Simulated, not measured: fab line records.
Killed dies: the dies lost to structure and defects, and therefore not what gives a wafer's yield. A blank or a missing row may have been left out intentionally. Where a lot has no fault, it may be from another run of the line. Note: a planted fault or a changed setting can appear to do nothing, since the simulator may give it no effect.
A struck lot beside a sound one + flow rit_cmos + 29 out of 202 route steps
Sound: these wafers, L220.1, L220.4, L220.6. Struck: wafer L238.3 (left out: L238.2, L238.4 of the same lot, which were not struck); the cause appears at the end.
At each step with rows: each side's tool, then ch and its chambers, then its first start. Under that, the readings that differ: sound wafers + struck wafers + difference of the means + sigmas: that difference in standard deviations of wafers without a fault.
alike: readings with means less than 2 such deviations apart, plus words and numbers identical on both sides. not compared: withheld readings, readings lacking a value on some wafer, bounds such as >300 that could conceal the same value, and numbers that have no deviation in the record and whose values overlap.
Wherever a step has rows on one side only, a row that says differs or no value, or a row with sigmas, the two part there. Non-overlapping numbers with no deviation appear without sigmas and do not part them. A reading missing from all wafers of one side parts the sides only when that side holds two or more wafers.

RIT_SDANNEAL_RTA_03: time 5 s.
  sound on rtp_anneal-02 ch 0, day 4 07:01; struck on rtp_anneal-02 ch 0, day 8 01:08
  alike: anneal_temp_c_max, ramp_up_c_per_s, wafer_temp_C_max
RIT_SDANNEAL_RS_MEAS_04: the measuring method here is four-point-probe.
  sound on film_metro-04, day 4 07:04; struck on film_metro-03, day 8 01:13
| reading         | sound             | struck | difference | sigmas |
|-----------------|-------------------|--------|------------|--------|
| PSD_RS (ohm/sq) | 115.6 115.6 115.5 | 116.3  | +0.7       | +2     |
RIT_SDANNEAL_RS_MEAS_05: the measuring method here is four-point-probe.
  sound on film_metro-04, day 4 07:11; struck on film_metro-03, day 8 01:20
  alike: NSD_RS
RIT_SDANNEAL_RS_MEAS_06: the measuring method here is four-point-probe.
  sound on film_metro-04, day 4 07:19; struck on film_metro-03, day 8 01:27
  alike: PLDD_RS
RIT_SDANNEAL_RS_MEAS_07: the measuring method here is four-point-probe.
  sound on film_metro-04, day 4 07:26; struck on film_metro-03, day 8 01:34
  alike: NLDD_RS
then, 1 step without rows for these wafers: RIT_SILICIDE_WET_ETCH_00 (etches SiO2 in BOE, target depth 14 nm, time 15 s).
RIT_SILICIDE_SPUTTER_01: material Ti, target thk 30 nm, time 240 s.
  sound on pvd_sputter-04, day 4 07:34; struck on pvd_sputter-04, day 8 01:41
  alike: throttle_valve_pct
RIT_SILICIDE_RS_MEAS_02: the measuring method here is four-point-probe.
  sound on film_metro-01, day 4 07:43; struck on film_metro-03, day 8 01:51
| reading                 | sound          | struck | difference | sigmas |
|-------------------------|----------------|--------|------------|--------|
| SILICIDE_TI_RS (ohm/sq) | 48.5 48.9 49.0 | 47.3   | -1.5       | -2     |
RIT_SILICIDE_THK_MEAS_03: measures by xrf.
  sound on film_metro-01, day 4 07:50; struck on film_metro-03, day 8 01:58
  alike: SILICIDE_TI_THK
RIT_SILICIDE_RTA_04: time 10 s, ramp up 5 s, ramp down 5 s.
  sound on rtp_anneal-01 ch 0, day 4 07:54; struck on rtp_anneal-01 ch 0, day 8 02:02
  alike: anneal_temp_c_max, wafer_temp_C_max
then, 1 step without rows for these wafers: RIT_SILICIDE_WET_ETCH_05 (etches Ti in SPM, time 120 s).
RIT_SILICIDE_RTA_06: time 10 s, ramp up 5 s, ramp down 10 s.
  sound on rtp_anneal-02 ch 0, day 4 08:01; struck on rtp_anneal-02 ch 0, day 8 02:08
  alike: anneal_temp_c_max, wafer_temp_C_max
RIT_CONTACT_CVD_00: deposits SiO2 from TEOS, target thk 400 nm, time 61 s.
  sound on pecvd-04 ch 0,2, day 4 08:04; struck on pecvd-04 ch 1, day 8 02:11
| reading                                  | sound           | struck | difference | sigmas |
|------------------------------------------|-----------------|--------|------------|--------|
| heater_power_w (W)                       | 410 308 408     | 274    | -101       | -2     |
| model.SiO2_of_CONTACT_CVD_00.thk_nm (nm) | 399.7 402.2 409 | 500.4  | +96.8      |        |
RIT_CONTACT_THK_MEAS_01:
  sound on film_metro-04, day 4 08:07; struck on film_metro-03, day 8 02:15
| reading               | sound       | struck | difference | sigmas |
|-----------------------|-------------|--------|------------|--------|
| CONTACT_TEOS_THK (nm) | 400 402 409 | 501    | +97        | +19    |
then, 6 steps without rows for these wafers: RIT_CONTACT_HMDS_02 (prime time 60 s); RIT_CONTACT_COAT_03 (resist thk 1000 nm); RIT_CONTACT_SOFTBAKE_04 (time 60 s); RIT_CONTACT_EXPOSE_05 (exposes mask M11, target cd 1000 nm); RIT_CONTACT_PEB_06; RIT_CONTACT_DEVELOP_07 (develop time 120 s).
RIT_CONTACT_CD_MEAS_08 targets a cd of 1000 nm.
  sound on cd_sem-02, day 4 09:09; struck on cd_sem-02, day 8 03:17
  alike: cd_nm
RIT_CONTACT_OVL_MEAS_09:
  sound on overlay-02, day 4 09:16; struck on overlay-02, day 8 03:23
  alike: CONTACT_OVL
then, 1 step without rows for these wafers: RIT_CONTACT_HARDBAKE_10 (time 60 s).
RIT_CONTACT_ETCH_11: etches SiO2 in CHF3/CF4/Ar, stops on TiSi2, target depth 480 nm, time 320 s.
  sound on rie_diel-03 ch 0,1, day 4 09:28; struck on rie_diel-02 ch 0, day 8 03:34
| reading                             | sound           | struck | difference | sigmas |
|-------------------------------------|-----------------|--------|------------|--------|
| model.etch.depth_nm (nm)            | 399.7 402.2 409 | 472.5  | +68.9      |        |
| model.CONTACT.feature_depth_nm (nm) | 399.7 402.2 409 | 472.5  | +68.9      |        |
  alike: drypump_motor_current_A, oes_product_au, throttle_valve_pct
  not compared: rf_hours_counter_h
RIT_CONTACT_STRIP_12: strips in O2, time 180 s.
  sound on plasma_asher-02 ch 0,1, day 4 09:39; struck on plasma_asher-03 ch 0, day 8 03:46
  alike: drypump_motor_current_A
  not compared: rf_hours_counter_h
RIT_CONTACT_CD_MEAS_90 targets a cd of 1000 nm.
  sound on cd_sem-01, day 4 09:50; struck on cd_sem-01, day 8 03:58
  alike: cd_nm
RIT_CONTACT_CLEAN_13: cleans in SC1, time 600 s.
  sound on wet_bench-02 ch 3, day 4 09:57; struck on wet_bench-01 ch 0, day 8 04:04
| reading                                  | sound             | struck | difference | sigmas |
|------------------------------------------|-------------------|--------|------------|--------|
| model.SiO2_of_CONTACT_CVD_00.thk_nm (nm) | 395.6 398.1 404.9 | 496.3  | +96.8      |        |
then, 1 step without rows for these wafers: RIT_CONTACT_CLEAN_14 (cleans in SC2, time 600 s).
RIT_M1_PROBE_99:
  sound on prober-02, day 4 14:19; struck on prober-02, day 8 08:39
| reading            | sound | struck | difference | sigmas      |
|--------------------|-------|--------|------------|-------------|
| killed_at_contacts | 0 0 0 | 242    | +242       | +99 or more |
| killed_dies        | 7 7 4 | 251    | +245       | +84         |
| killed_on_rim      | 2 3 1 | 61     | +59        | +42         |
  alike: killed_at_front_end, killed_open, killed_short

WHERE THEY PART
Last at RIT_M1_PROBE_99 as far as this record goes, first at RIT_SDANNEAL_RS_MEAS_04.

WHY: the cause the simulator had injected
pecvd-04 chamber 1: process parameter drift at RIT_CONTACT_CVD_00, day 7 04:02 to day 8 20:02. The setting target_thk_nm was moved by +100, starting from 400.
